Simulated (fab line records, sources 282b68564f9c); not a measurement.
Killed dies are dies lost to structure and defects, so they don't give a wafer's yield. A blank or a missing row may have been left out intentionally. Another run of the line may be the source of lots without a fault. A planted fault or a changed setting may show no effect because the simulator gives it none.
fab line records	flow ritCmos
record: lots: 13	wafers: 39	lastDay: 7
route steps=202 shown NWELL@34 REOX@102 NLDD@112 M1@188
lots with no fault: from the same line, run without faults
startH: start of the lot's first displayed wafer, in hours after the record's first day	waitH: hours from the lot's prior step to this one	" as in the row above	L1.1+2: one row covering several wafers at once	- no value, or no start was given	* or withheld: withheld	< > ~ a bound
route shown NAME@n: names a module that has steps shown in the file, with the first one's number in the route	usual: mean and standard deviation over wafers with no fault	same: alike in all rows	chamber/n: place in a boat	sites: readings site by site	_std_site: standard deviation across them	_edge_site: the outer-site mean with the inner-site mean subtracted	radiusMm: how far each site lies from the wafer's centre	mask NAME#n: copy n	behind: the most recent tool/chamber to have shaped the wafer	hold: why the lot was held/for how many hours/how that ended	device: transistor that didn't switch, given as n, p or np	end of line: the route-end tests of the same wafers	a step given without rows: its recipe and nothing more	killed: at the first sort, the dies lost to defects and structure; wafer yield is something else	map: dies across one wafer; x = killed, . = not, _ = none there
set.NAME: setting as actually run; set.NAME@STEP: the setting as run at that earlier step	model.NAME: the simulator's own value behind a step, which no gauge read
a sample of lots followed through the steps of the route, with each step as a table and each wafer as a row
services: from which hour (startH, from the record's first day; less than 0 if before it) a tool's chamber was out of use, for how many hours, and why
== steps ==
step: RIT_NWELL_OVL_MEAS_06
usual: NWELL_OVL: -0.5/1.2
lot.wafer	tool	chamber	startH	waitH	NWELL_OVL[nm]
L702.2	overlay-02	-	20.35	-	0.6
L702.4	"	-	"	"	-2.0
L702.5	"	-	"	"	-0.4
L704.2	overlay-01	-	31.05	-	0.1
L704.3	"	-	"	"	-1.0
L704.5	"	-	"	"	0.2
L705.1	overlay-01	-	35.57	-	-1.4
L705.3	"	-	"	"	-1.7
L705.4	"	-	"	"	-3.5
L706.1	overlay-01	-	40.62	-	1.5
L706.5	"	-	"	"	0.7
L706.6	"	-	"	"	0.0
L707.1	overlay-01	-	45.38	-	0.2
L707.2	"	-	"	"	1.2
L707.5	"	-	"	"	0.4
L709.4	overlay-02	-	55.97	-	-0.8
L709.5	"	-	"	"	-0.9
L709.6	"	-	"	"	-1.2
L710.1	overlay-02	-	60.45	-	-0.9
L710.3	"	-	"	"	-1.4
L710.5	"	-	"	"	-0.3
L711.1	overlay-02	-	66.51	-	1.5
L711.2	"	-	"	"	0.0
L711.3	"	-	"	"	-0.4
L713.4	overlay-02	-	76.98	-	-1.6
L713.5	"	-	"	"	-0.7
L713.6	"	-	"	"	-0.8
L717.1	overlay-01	-	96.84	-	-2.6
L717.2	"	-	"	"	-4.5
L717.3	"	-	"	"	-1.5
L719.3	overlay-02	-	110.11	-	-1.6
L719.4	"	-	"	"	-1.4
L719.5	"	-	"	"	1.0
L723.1	overlay-02	-	127.30	-	0.7
L723.2	"	-	"	"	-1.8
L723.4	"	-	"	"	0.5
L724.2	overlay-02	-	134.13	-	-1.5
L724.3	"	-	"	"	-1.5
L724.6	"	-	"	"	-1.2
step: RIT_REOX_THK_MEAS_04
recipe: reads: SiO2_of_REOX_OXIDATION_03
usual: REOX_OXIDE_THK: 24.9/0.49
lot.wafer	tool	chamber	startH	waitH	REOX_OXIDE_THK[nm]
L702.2	filmMetro-03	-	39.40	0.0	25.4
L702.4	"	-	"	"	25.3
L702.5	"	-	"	"	25.2
L704.2	filmMetro-01	-	51.21	0.0	24.0
L704.3	"	-	"	"	24.5
L704.5	"	-	"	"	24.9
L705.1	filmMetro-01	-	55.66	0.0	24.6
L705.3	"	-	"	"	24.3
L705.4	"	-	"	"	24.2
L706.1	filmMetro-04	-	59.82	0.0	25.7
L706.5	"	-	"	"	25.1
L706.6	"	-	"	"	25.1
L707.1	filmMetro-03	-	64.32	0.0	24.3
L707.2	"	-	"	"	23.5
L707.5	"	-	"	"	23.8
L709.4	filmMetro-04	-	76.07	0.0	24.2
L709.5	"	-	"	"	24.5
L709.6	"	-	"	"	24.5
L710.1	filmMetro-01	-	81.82	0.0	24.6
L710.3	"	-	"	"	25.0
L710.5	"	-	"	"	24.6
L711.1	filmMetro-01	-	87.19	0.0	25.2
L711.2	"	-	"	"	24.8
L711.3	"	-	"	"	24.6
L713.4	filmMetro-01	-	97.47	0.0	25.1
L713.5	"	-	"	"	25.2
L713.6	"	-	"	"	24.6
L717.1	filmMetro-04	-	119.37	0.0	26.4
L717.2	"	-	"	"	25.9
L717.3	"	-	"	"	25.4
L719.3	filmMetro-04	-	131.76	0.0	25.2
L719.4	"	-	"	"	25.4
L719.5	"	-	"	"	25.2
L723.1	filmMetro-04	-	152.71	0.0	23.7
L723.2	"	-	"	"	24.2
L723.4	"	-	"	"	24.1
L724.2	filmMetro-01	-	157.25	0.0	25.2
L724.3	"	-	"	"	25.1
L724.6	"	-	"	"	25.3
step: RIT_NLDD_STRIP_09
recipe: chemistry: O2	timeS: 180	resist: NOVOLAK	platenTempC: withheld	powerW: 500	pressureMtorr: 4000	o2FlowSccm: 4000
usual: drypumpMotorCurrentA: 5.6/0.33	rfReflPowerW: 6.6/1.7
lot.wafer	tool	chamber	startH	waitH	drypumpMotorCurrentA	rfHoursCounterH	rfReflPowerW
L702.2	plasmaAsher-01	0	40.76	0.1	5.5	38	6.7
L702.4	"	1	"	"	5.5	-	4.5
L702.5	"	0	"	"	5.5	-	6.6
L704.2	plasmaAsher-02	0	52.45	0.1	5.5	42	8.3
L704.3	"	1	"	"	5.1	-	7.5
L704.5	"	0	"	"	5.5	-	8.7
L705.1	plasmaAsher-01	1	56.91	0.1	5.5	40	4.7
L705.3	"	0	"	"	5.5	-	6.4
L705.4	"	1	"	"	5.5	-	4.6
L706.1	plasmaAsher-02	1	61.26	0.1	5.1	43	7.3
L706.5	"	0	"	"	5.5	-	8.5
L706.6	"	1	"	"	5.1	-	7.7
L707.1	plasmaAsher-02	1	65.81	0.1	5.1	43	7.5
L707.2	"	0	"	"	5.5	43	8.8
L707.5	"	1	"	"	5.1	-	7.7
L709.4	plasmaAsher-01	0	77.61	0.1	5.5	-	6.7
L709.5	"	1	"	"	5.5	-	4.8
L709.6	"	0	"	"	5.5	-	7.1
L710.1	plasmaAsher-03	1	83.19	0.1	5.8	30	8.3
L710.3	"	0	"	"	6.2	-	4.4
L710.5	"	1	"	"	5.8	-	8.0
L711.1	plasmaAsher-02	0	88.56	0.1	5.5	45	8.5
L711.2	"	1	"	"	5.1	45	7.8
L711.3	"	0	"	"	5.5	-	8.8
L713.4	plasmaAsher-01	0	98.87	0.1	5.5	-	6.9
L713.5	"	1	"	"	5.4	-	4.7
L713.6	"	0	"	"	5.5	-	7.2
L717.1	plasmaAsher-01	0	120.62	0.1	5.5	0	6.4
L717.2	"	1	"	"	5.5	0	4.9
L717.3	"	0	"	"	5.5	-	6.4
L719.3	plasmaAsher-01	1	133.04	0.1	5.5	-	4.7
L719.4	"	0	"	"	5.4	-	6.3
L719.5	"	1	"	"	5.5	-	4.6
L723.1	plasmaAsher-03	1	153.98	0.1	5.7	38	8.2
L723.2	"	0	"	"	6.2	38	3.9
L723.4	"	0	"	"	6.2	-	4.4
L724.2	plasmaAsher-01	1	158.61	0.1	5.5	4	4.9
L724.3	"	0	"	"	5.5	-	6.9
L724.6	"	1	"	"	5.5	-	5.0
step: RIT_M1_COAT_04
recipe: resist: NOVOLAK	spinRpm: 2000	resistThkNm: 1300
usual: spinSpeedRpm: 2000.1/1.2
lot.wafer	tool	chamber	startH	waitH	spinSpeedRpm
L702.2	lithoTrack-04	0	52.79	0.1	2001.6
L702.4	"	0	"	"	2002.6
L702.5	"	0	"	"	2002.4
L704.2	lithoTrack-04	0	64.32	0.1	1998.3
L704.3	"	0	"	"	2000.3
L704.5	"	0	"	"	1999.4
L705.1	lithoTrack-02	0	68.54	0.1	1997.9
L705.3	"	0	"	"	1998.4
L705.4	"	0	"	"	2000.0
L706.1	lithoTrack-01	0	72.99	0.1	2000.3
L706.5	"	0	"	"	2001.7
L706.6	"	0	"	"	2000.1
L707.1	lithoTrack-04	0	77.71	0.1	2000.9
L707.2	"	0	"	"	2000.1
L707.5	"	0	"	"	1999.9
L709.4	lithoTrack-04	0	89.42	0.1	1999.3
L709.5	"	0	"	"	1998.7
L709.6	"	0	"	"	2001.1
L710.1	lithoTrack-01	0	94.67	0.1	1999.9
L710.3	"	0	"	"	1998.9
L710.5	"	0	"	"	2001.7
L711.1	lithoTrack-04	0	100.22	0.1	1999.1
L711.2	"	0	"	"	1999.5
L711.3	"	0	"	"	1999.0
L713.4	lithoTrack-02	0	110.71	0.1	2000.0
L713.5	"	0	"	"	2000.8
L713.6	"	0	"	"	2001.0
L717.1	lithoTrack-01	0	133.30	0.1	1999.7
L717.2	"	0	"	"	2000.5
L717.3	"	0	"	"	2001.1
L719.3	lithoTrack-04	0	144.64	0.1	2001.4
L719.4	"	0	"	"	2000.3
L719.5	"	0	"	"	2000.6
L723.1	lithoTrack-01	0	165.81	0.1	1999.5
L723.2	"	0	"	"	2000.6
L723.4	"	0	"	"	2000.7
L724.2	lithoTrack-02	0	170.48	0.1	1999.7
L724.3	"	0	"	"	2000.6
L724.6	"	0	"	"	1999.3
step: RIT_M1_CD_MEAS_09
recipe: targetCdNm: 2600
usual: cdNm: 2599.8/2.2
lot.wafer	tool	chamber	startH	waitH	cdNm
L702.2	cdSem-01	-	53.64	-	2598.4
L702.4	"	-	"	"	2601.9
L702.5	"	-	"	"	2600.0
L704.2	cdSem-01	-	65.17	-	2598.6
L704.3	"	-	"	"	2597.2
L704.5	"	-	"	"	2600.1
L705.1	cdSem-01	-	69.39	-	2604.9
L705.3	"	-	"	"	2605.7
L705.4	"	-	"	"	2604.8
L706.1	cdSem-02	-	73.72	-	2596.9
L706.5	"	-	"	"	2597.6
L706.6	"	-	"	"	2599.9
L707.1	cdSem-02	-	78.44	-	2602.4
L707.2	"	-	"	"	2602.8
L707.5	"	-	"	"	2603.3
L709.4	cdSem-02	-	90.14	-	2602.6
L709.5	"	-	"	"	2599.5
L709.6	"	-	"	"	2599.6
L710.1	cdSem-02	-	95.40	-	2604.8
L710.3	"	-	"	"	2603.8
L710.5	"	-	"	"	2601.6
L711.1	cdSem-02	-	100.95	-	2599.1
L711.2	"	-	"	"	2595.8
L711.3	"	-	"	"	2597.1
L713.4	cdSem-02	-	111.42	-	2597.6
L713.5	"	-	"	"	2597.3
L713.6	"	-	"	"	2598.8
L717.1	cdSem-01	-	134.03	-	2600.7
L717.2	"	-	"	"	2597.0
L717.3	"	-	"	"	2599.9
L719.3	cdSem-01	-	145.36	-	2598.4
L719.4	"	-	"	"	2601.9
L719.5	"	-	"	"	2600.5
L723.1	cdSem-02	-	166.54	-	2592.6
L723.2	"	-	"	"	2593.6
L723.4	"	-	"	"	2595.0
L724.2	cdSem-02	-	171.21	-	2598.7
L724.3	"	-	"	"	2598.2
L724.6	"	-	"	"	2597.9
step: RIT_M1_PROBE_99
usual: defectLimitedYield: 97.3/1.1	killedAtContacts: 0.1/0.31	killedAtFrontEnd: 7.1/2.8	killedDies: 7.2/2.8	killedOnRim: 1.8/1.3	killedOpen: 3.5/2	killedShort: 3.7/1.9	sort_bin_3_pad_short: 0.1/0.22	sort_bin_5_function: 1.6/0.77	sort_bin_6_memory: 1.0/0.59	sortNPass: 256.8/2.8	sortYieldPct: 97.3/1.1
same: grossDies: 264	killed_at_M0_to_M3: 0	killed_at_M4_up: 0	killedAtBackSide: 0	killedAtOther: 0
lot.wafer	tool	chamber	startH	waitH	defectLimitedYield[%]	killedAtContacts	killedAtFrontEnd	killedDies	killedOnRim	killedOpen	killedShort	sort_bin_3_pad_short[%]	sort_bin_5_function[%]	sort_bin_6_memory[%]	sortNPass	sortYieldPct[%]
L702.2	prober-01	-	56.33	0.1	95.8	0	11	11	2	7	4	0	2.7	1.5	253.0	95.8
L702.4	prober-01	-	56.43	0.2	98.5	0	4	4	1	0	4	0	1.1	0.4	260.0	98.5
L702.5	prober-01	-	56.48	0.2	98.9	0	3	3	1	1	2	0	0.8	0.4	261.0	98.9
L704.2	prober-01	-	67.87	0.1	97.7	0	6	6	2	3	3	0	1.9	0.4	258.0	97.7
L704.3	prober-01	-	67.92	0.2	98.1	0	5	5	1	1	4	0	1.5	0.4	259.0	98.1
L704.5	prober-01	-	68.02	0.2	96.6	0	9	9	2	5	4	0	2.3	1.1	255.0	96.6
L705.1	prober-02	-	73.67	0.1	98.5	0	4	4	1	2	2	0	1.1	0.4	260.0	98.5
L705.3	prober-02	-	73.77	0.2	96.6	0	9	9	1	2	7	0.4	2.3	0.8	255.0	96.6
L705.4	prober-02	-	73.82	0.2	97.0	0	8	8	2	4	4	0.4	1.5	1.1	256.0	97.0
L706.1	prober-01	-	76.49	0.1	96.6	1	8	9	1	4	5	0	1.1	2.3	255.0	96.6
L706.5	prober-01	-	76.69	0.2	93.9	1	15	16	6	6	10	0.4	2.3	3.4	248.0	93.9
L706.6	prober-01	-	76.74	0.2	96.2	0	10	10	1	4	6	0	3.0	0.8	254.0	96.2
L707.1	prober-02	-	81.31	0.1	97.0	0	8	8	0	4	4	0	2.7	0.4	256.0	97.0
L707.2	prober-02	-	81.36	0.1	97.7	0	6	6	2	2	4	0.4	1.5	0.4	258.0	97.7
L707.5	prober-02	-	81.51	0.2	98.1	0	5	5	0	5	0	0	1.1	0.8	259.0	98.1
L709.4	prober-02	-	93.95	0.2	97.0	0	8	8	2	3	5	0.8	1.1	1.1	256.0	97.0
L709.5	prober-02	-	94.00	0.2	97.3	1	6	7	0	3	4	0	1.5	1.1	257.0	97.3
L709.6	prober-02	-	94.05	0.2	98.5	0	4	4	0	1	3	0	1.1	0.4	260.0	98.5
L710.1	prober-01	-	100.19	0.1	98.5	0	4	4	2	2	2	0.4	0.8	0.4	260.0	98.5
L710.3	prober-01	-	100.29	0.2	97.3	0	7	7	4	3	4	0	1.1	1.5	257.0	97.3
L710.5	prober-01	-	100.39	0.2	97.7	0	6	6	1	3	3	0	1.5	0.8	258.0	97.7
L711.1	prober-02	-	106.96	0.1	97.3	1	6	7	2	5	2	0	1.1	1.5	257.0	97.3
L711.2	prober-02	-	107.01	0.1	98.1	0	5	5	0	0	5	0	1.1	0.8	259.0	98.1
L711.3	prober-02	-	107.06	0.2	97.7	0	6	6	0	4	2	0	1.1	1.1	258.0	97.7
L713.4	prober-02	-	114.56	0.2	98.1	0	5	5	1	4	0	0	1.1	0.8	259.0	98.1
L713.5	prober-02	-	114.61	0.2	97.0	1	7	8	1	1	5	0.4	1.5	1.1	256.0	97.0
L713.6	prober-02	-	114.66	0.2	97.0	0	8	8	3	3	5	0	1.5	1.5	256.0	97.0
L717.1	prober-02	-	138.48	0.1	97.3	0	7	7	1	1	6	0	1.5	1.1	257.0	97.3
L717.2	prober-02	-	138.53	0.1	97.7	0	6	6	2	4	2	0	1.5	0.8	258.0	97.7
L717.3	prober-02	-	138.58	0.2	97.7	0	6	6	1	1	4	0	1.1	1.1	258.0	97.7
L719.3	prober-02	-	149.10	0.2	97.3	0	7	7	4	2	5	0	1.5	1.1	257.0	97.3
L719.4	prober-02	-	149.15	0.2	98.1	0	5	5	1	3	2	0	1.1	0.8	259.0	98.1
L719.5	prober-02	-	149.20	0.2	97.3	0	7	7	1	4	3	0.8	1.1	0.8	257.0	97.3
L723.1	prober-02	-	169.99	0.1	97.7	0	6	6	1	2	4	0.4	0.8	1.1	258.0	97.7
L723.2	prober-02	-	170.04	0.1	96.2	0	10	10	3	3	7	0.4	2.3	1.1	254.0	96.2
L723.4	prober-02	-	170.14	0.2	98.1	0	5	5	3	2	3	0	1.1	0.8	259.0	98.1
L724.2	prober-01	-	173.96	0.1	97.0	0	8	8	2	3	5	0	1.1	1.9	256.0	97.0
L724.3	prober-01	-	174.01	0.2	95.5	0	12	12	2	6	6	0	2.3	2.3	252.0	95.5
L724.6	prober-01	-	174.16	0.2	95.8	0	11	11	0	5	6	0.8	1.9	1.5	253.0	95.8
killed by level:class
L702.2 GATE:geometricParticle:open=5 GATE:geometricParticle:short=3 SPACER:geometricParticle:open=1 SILICIDE:geometricParticle:open=1 SILICIDE:geometricParticle:short=1
L702.4 GATE:geometricParticle:short=2 FOX1:geometricParticle:short=1 SPACER:geometricParticle:short=1
L702.5 GATE:geometricParticle:short=1 GATE:geometricParticle:open=1 SPACER:geometricParticle:short=1
L704.2 GATE:geometricParticle:open=3 FOX2:geometricParticle:short=1 SPACER:geometricParticle:short=1 SILICIDE:geometricParticle:short=1
L704.3 GATE:geometricParticle:short=2 FOX2:geometricParticle:open=1 SPACER:geometricParticle:short=1 SILICIDE:geometricParticle:short=1
L704.5 GATE:geometricParticle:open=4 REOX:geometricParticle:short=2 FOX2:geometricParticle:open=1 FOX2:geometricParticle:short=1 GATE:geometricParticle:short=1
L705.1 SPACER:geometricParticle:open=1 FOX1:geometricParticle:short=1 FOX1:geometricParticle:open=1 SPACER:geometricParticle:short=1
L705.3 SPACER:geometricParticle:short=4 FOX1:geometricParticle:short=1 GATE:geometricParticle:open=1 GATE:geometricParticle:short=1 REOX:geometricParticle:short=1 SPACER:geometricParticle:open=1
L705.4 FOX1:geometricParticle:short=2 GATE:geometricParticle:open=2 SILICIDE:geometricParticle:short=2 FOX1:geometricParticle:open=1 SPACER:geometricParticle:open=1
L706.1 GATE:geometricParticle:open=3 FOX1:geometricParticle:open=1 FOX2:geometricParticle:short=1 GATE:geometricParticle:short=1 SPACER:geometricParticle:short=1 SILICIDE:geometricParticle:short=1 CONTACT:geometricParticle:short=1
L706.5 GATE:geometricParticle:short=4 SILICIDE:geometricParticle:short=4 GATE:geometricParticle:open=2 SPACER:geometricParticle:short=2 SILICIDE:geometricParticle:open=2 REOX:geometricParticle:open=1 CONTACT:geometricParticle:open=1
L706.6 FOX1:geometricParticle:short=2 GATE:geometricParticle:short=2 SPACER:geometricParticle:short=2 SPACER:geometricParticle:open=2 REOX:geometricParticle:open=1 SILICIDE:geometricParticle:open=1
L707.1 GATE:geometricParticle:short=2 REOX:geometricParticle:open=2 FOX1:geometricParticle:open=1 FOX1:geometricParticle:short=1 GATE:geometricParticle:open=1 REOX:geometricParticle:short=1
L707.2 FOX1:geometricParticle:open=1 FOX1:geometricParticle:short=1 GATE:geometricParticle:short=1 GATE:geometricParticle:open=1 REOX:geometricParticle:short=1 SPACER:geometricParticle:short=1
L707.5 SILICIDE:geometricParticle:open=2 FOX1:geometricParticle:open=1 GATE:geometricParticle:open=1 REOX:geometricParticle:open=1
L709.4 SPACER:geometricParticle:short=2 FOX1:geometricParticle:short=1 FOX2:geometricParticle:open=1 GATE:geometricParticle:open=1 GATE:geometricParticle:short=1 REOX:geometricParticle:short=1 SPACER:geometricParticle:open=1
L709.5 FOX1:geometricParticle:short=1 GATE:geometricParticle:short=1 GATE:geometricParticle:open=1 REOX:geometricParticle:open=1 REOX:geometricParticle:short=1 SPACER:geometricParticle:short=1 CONTACT:geometricParticle:open=1
L709.6 FOX1:geometricParticle:short=1 SPACER:geometricParticle:open=1 SPACER:geometricParticle:short=1 SILICIDE:geometricParticle:short=1
L710.1 GATE:geometricParticle:short=1 GATE:geometricParticle:open=1 SPACER:geometricParticle:short=1 SILICIDE:geometricParticle:open=1
L710.3 GATE:geometricParticle:short=3 GATE:geometricParticle:open=1 SPACER:geometricParticle:open=1 SILICIDE:geometricParticle:short=1 SILICIDE:geometricParticle:open=1
L710.5 GATE:geometricParticle:short=2 FOX1:geometricParticle:open=1 FOX1:geometricParticle:short=1 GATE:geometricParticle:open=1 SPACER:geometricParticle:open=1
L711.1 FOX1:geometricParticle:open=1 FOX2:geometricParticle:open=1 GATE:geometricParticle:open=1 GATE:geometricParticle:short=1 SILICIDE:geometricParticle:open=1 SILICIDE:geometricParticle:short=1 CONTACT:geometricParticle:open=1
L711.2 GATE:geometricParticle:short=2 REOX:geometricParticle:short=1 SPACER:geometricParticle:short=1 SILICIDE:geometricParticle:short=1
L711.3 GATE:geometricParticle:open=3 FOX2:geometricParticle:open=1 GATE:geometricParticle:short=1 REOX:geometricParticle:short=1
L713.4 FOX1:geometricParticle:open=1 GATE:geometricParticle:open=1 REOX:geometricParticle:open=1 SILICIDE:geometricParticle:open=1 PRETRO:coatMicrobubblePrinted=1
L713.5 GATE:geometricParticle:short=3 REOX:geometricParticle:short=2 GATE:geometricParticle:open=1 PRETRO:coatMicrobubblePrinted=1 CONTACT:coatMicrobubblePrinted=1
L713.6 FOX1:geometricParticle:short=2 FOX1:geometricParticle:open=1 FOX2:geometricParticle:short=1 GATE:geometricParticle:short=1 GATE:geometricParticle:open=1 REOX:geometricParticle:open=1 SPACER:geometricParticle:short=1
L717.1 GATE:geometricParticle:short=2 SILICIDE:geometricParticle:short=2 FOX1:geometricParticle:open=1 FOX1:geometricParticle:short=1 SPACER:geometricParticle:short=1
L717.2 GATE:geometricParticle:open=2 FOX2:geometricParticle:short=1 REOX:geometricParticle:short=1 REOX:geometricParticle:open=1 SPACER:geometricParticle:open=1
L717.3 SILICIDE:geometricParticle:short=2 FOX2:geometricParticle:short=1 FOX2:geometricParticle:open=1 GATE:geometricParticle:short=1 ACTIVE:coatMicrobubblePrinted=1
L719.3 GATE:geometricParticle:short=2 FOX1:geometricParticle:short=1 REOX:geometricParticle:open=1 REOX:geometricParticle:short=1 SPACER:geometricParticle:open=1 SILICIDE:geometricParticle:short=1
L719.4 REOX:geometricParticle:short=2 FOX2:geometricParticle:open=1 GATE:geometricParticle:open=1 SILICIDE:geometricParticle:open=1
L719.5 GATE:geometricParticle:open=3 FOX1:geometricParticle:open=1 FOX1:geometricParticle:short=1 GATE:geometricParticle:short=1 REOX:geometricParticle:short=1
L723.1 GATE:geometricParticle:short=2 FOX2:geometricParticle:short=1 SPACER:geometricParticle:open=1 SILICIDE:geometricParticle:short=1 SILICIDE:geometricParticle:open=1
L723.2 GATE:geometricParticle:short=4 FOX2:geometricParticle:short=1 FOX2:geometricParticle:open=1 GATE:geometricParticle:open=1 REOX:geometricParticle:short=1 SPACER:geometricParticle:short=1 SILICIDE:geometricParticle:open=1
L723.4 FOX2:geometricParticle:short=1 GATE:geometricParticle:short=1 SPACER:geometricParticle:open=1 SILICIDE:geometricParticle:short=1 SILICIDE:geometricParticle:open=1
L724.2 GATE:geometricParticle:short=3 GATE:geometricParticle:open=2 SPACER:geometricParticle:short=1 SILICIDE:geometricParticle:short=1 SILICIDE:geometricParticle:open=1
L724.3 SPACER:geometricParticle:open=3 GATE:geometricParticle:open=2 SPACER:geometricParticle:short=2 SILICIDE:geometricParticle:short=2 GATE:geometricParticle:short=1 REOX:geometricParticle:short=1 REOX:geometricParticle:open=1
L724.6 GATE:geometricParticle:short=4 GATE:geometricParticle:open=3 SPACER:geometricParticle:short=2 SPACER:geometricParticle:open=2
== services ==
tool	chamber	startH	hours	kind
plasmaAsher-01	-	87.05	0.5	repair
plasmaAsher-01	-	108.75	9.0	pm
plasmaAsher-01	0	108.75	9.0	ventCycle
plasmaAsher-01	1	108.75	9.0	ventCycle
plasmaAsher-01	0	117.75	-	clean
plasmaAsher-01	1	117.75	-	clean
plasmaAsher-02	-	119.68	1.4	repair
plasmaAsher-02	-	162.83	0.7	repair
== key ==
firstSign: step: RIT_M1_CD_MEAS_09	reading: cdNm	direction: down	sigmas: 2.7	usual: 2599.8	struck: 2593.7	through: controlLoop
effect none on later readings
metAt RIT_M1_COAT_04
struckLots L723
loopTrim: step: RIT_M1_EXPOSE_06	setting: dose	lots: L723
notActingAt RIT_NWELL_OVL_MEAS_06,RIT_REOX_THK_MEAS_04,RIT_NLDD_STRIP_09
onsetBetween 133.30 165.81
fault: kind: processParameterDrift	tool: lithoTrack-01	chamber: -	onsetH: 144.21	steps: RIT_M1_COAT_04	channel: resistThkNm	offset: -74.203	shape: step	endH: 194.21	actsIn: theseRecipesOnly	stated: 1300
loopTrim: a control loop set the setting to another value than it would have without faults
